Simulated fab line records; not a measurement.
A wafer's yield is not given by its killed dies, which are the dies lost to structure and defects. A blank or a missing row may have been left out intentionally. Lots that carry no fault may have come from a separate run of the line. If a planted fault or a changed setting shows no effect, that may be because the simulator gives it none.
Matching of chambers	flow berkeley cmos170	UCB170_ZERO_ETCH_06 on rie diel-01: 4 sister chambers
The step etches SiO2 in CHF3/CF4/Ar, time 12 s. 8 wafers are shown with their chamber, then 8 later ones without.

## EACH WAFER AND ITS CHAMBER
wafer	chamber	throttle valve pct (%)	drypump motor current A (A)
L465.1	1	9.27	6.2
L465.5	3	9.01	5.8
L467.4	1	9.26	6.2
L467.5	2	9.23	5.9
L468.3	0	9.26	5.9
L468.4	2	9.22	5.8
L468.5	3	9.00	5.8
L470.2	0	9.28	5.9

## WAFERS WITH NO CHAMBER GIVEN
wafer	throttle valve pct (%)	drypump motor current A (A)
L470.4	9.23	5.8
L470.5	9.26	6.2
L480.2	9.27	6.2
L480.4	9.27	5.9
L480.5	9.20	5.9
L484.1	9.22	5.8
L484.2	9.27	6.2
L484.6	9.25	6.2

## WHICH CHAMBER EACH ONE RAN IN
wafer	from the rows above	in truth
L470.4	2	2
L470.5	1	1
L480.2	1	1
L480.4	0	0
L480.5	2	2
L484.1	2	2
L484.2	1	1
L484.6	1	1
Correctly placed: 8 of 8. From these rows, 0 cannot be placed. Number placed wrongly: 0.
How it was worked out, from the rows above alone: a wafer's distance from a chamber is the root of the sum, over the readings, of the square of ((its reading less the chamber's mean) divided by the reading's scatter). If the next closest chamber is less than 2 further off than the closest, the wafer can't be placed; otherwise it belongs to the closest. A chamber's mean is the mean of its shown wafers. How the scatter is found: for the shown wafers, subtract from each reading the mean of its chamber, square and add these, divide the total by (wafers less chambers), then take the root.
